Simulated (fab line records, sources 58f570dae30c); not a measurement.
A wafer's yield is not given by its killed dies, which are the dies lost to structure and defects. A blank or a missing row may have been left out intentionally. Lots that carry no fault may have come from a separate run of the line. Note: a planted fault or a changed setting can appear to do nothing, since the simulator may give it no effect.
The tool behind it: which one?	flow berkeley cmos170	Sampling: 13 lots, 39 wafers, 2 of 331 route steps

## WHAT THE GAUGES READ, wafer by wafer
UCB170_M1_CD_MEAS_90: the cd target is 700 nm.
lot	measured	on	cd nm (nm)
L422	day 7 00:40	cd sem-01	699.8 700.7 698.7
L423	day 7 06:56	cd sem-01	702.0 699.9 699.8
L425	day 7 22:17	cd sem-01	702.0 705.3 702.1
L426	day 7 22:25	cd sem-02	703.0 701.6 700.4
L424	day 8 00:19	cd sem-01	699.5 699.5 698.7
L427	day 8 00:37	cd sem-02	700.7 701.3 699.5
L429	day 8 15:16	cd sem-02	698.2 698.8 700.0
L428	day 8 17:37	cd sem-02	702.5 700.1 699.8
L435	day 9 19:20	cd sem-02	710.7 700.6 710.4
L440	day 10 12:47	cd sem-02	703.7 703.1 701.5
L442	day 11 01:24	cd sem-01	701.3 701.6 702.4
L443	day 11 03:25	cd sem-01	703.0 699.6 700.7
L444	day 11 18:17	cd sem-02	701.1 696.8 698.0

## WHICH TOOL RAN EACH LOT (tool, then ch and the chambers of the sampled wafers, then the start)
lot	UCB170_M1_METAL_ETCH_12
L422	rie metal-01 ch 0,1, day 7 00:25
L423	rie metal-01 ch 1, day 7 06:36
L425	rie metal-02 ch 0,1, day 7 22:03
L426	rie metal-01 ch 1, day 7 22:10
L424	rie metal-04 ch 0,1, day 7 23:47
L427	rie metal-02 ch 1, day 8 00:23
L429	rie metal-04 ch 0,1, day 8 15:01
L428	rie metal-01 ch 0,1, day 8 17:22
L435	rie metal-01 ch 0,1, day 9 19:05
L440	rie metal-02 ch 0,1, day 10 12:33
L442	rie metal-02 ch 0,1, day 11 01:09
L443	rie metal-02 ch 0,1, day 11 03:11
L444	rie metal-04 ch 0,1, day 11 18:04
- UCB170_M1_METAL_ETCH_12: etches Al in Cl2/BCl3, stops on PSG, target depth 780 nm, time 130 s.

## AS READ BY THE TOOLS THEMSELVES (means over the sampled wafers that have a number; for cases with no such wafer, the mark the record gives instead)
UCB170_M1_METAL_ETCH_12.
lot	tool	drypump motor current A (A)	oes product au (a.u.)	throttle valve pct (%)
L422	rie metal-01	5.4	0.859	24.47
L423	rie metal-01	5.7	0.838	24.39
L425	rie metal-02	6.1	0.840	24.17
L426	rie metal-01	5.7	0.837	24.39
L424	rie metal-04	6.4	0.855	24.36
L427	rie metal-02	6.4	0.837	24.22
L429	rie metal-04	6.2	0.844	24.39
L428	rie metal-01	5.4	0.848	24.51
L435	rie metal-01	5.1	0.852	24.65
L440	rie metal-02	5.8	0.853	24.12
L442	rie metal-02	5.8	0.859	24.13
L443	rie metal-02	6.1	0.842	24.16
L444	rie metal-04	6.4	0.858	24.36

## THE ANSWER, worked out from the rows above alone
Rule: the usual values come from the lots themselves. Put in order of their means at a reading, lots are off if they are a third of the lots or fewer, leave a main group of 4 or more, and stand apart from it by a gap of 3 or more times the standard deviation of the main group's means; of several such gaps the widest counts. The tables above print the reading to a certain number of digits; a main group whose means all agree to those digits is not used. A lot without any number at a reading at which 4 lots or more have one is off too. All remaining lots with rows at the step are treated as sound. Order of review: gauges by route order, followed by the tools' own readings, for which a lot's mean as printed above is used. At the first step where some lot is off, the reading lying furthest off is the one used; lots without a number count as furthest.
No lot is off on any of the readings shown, so nothing can be concluded from this.

## WHAT THE SIMULATOR PUT IN
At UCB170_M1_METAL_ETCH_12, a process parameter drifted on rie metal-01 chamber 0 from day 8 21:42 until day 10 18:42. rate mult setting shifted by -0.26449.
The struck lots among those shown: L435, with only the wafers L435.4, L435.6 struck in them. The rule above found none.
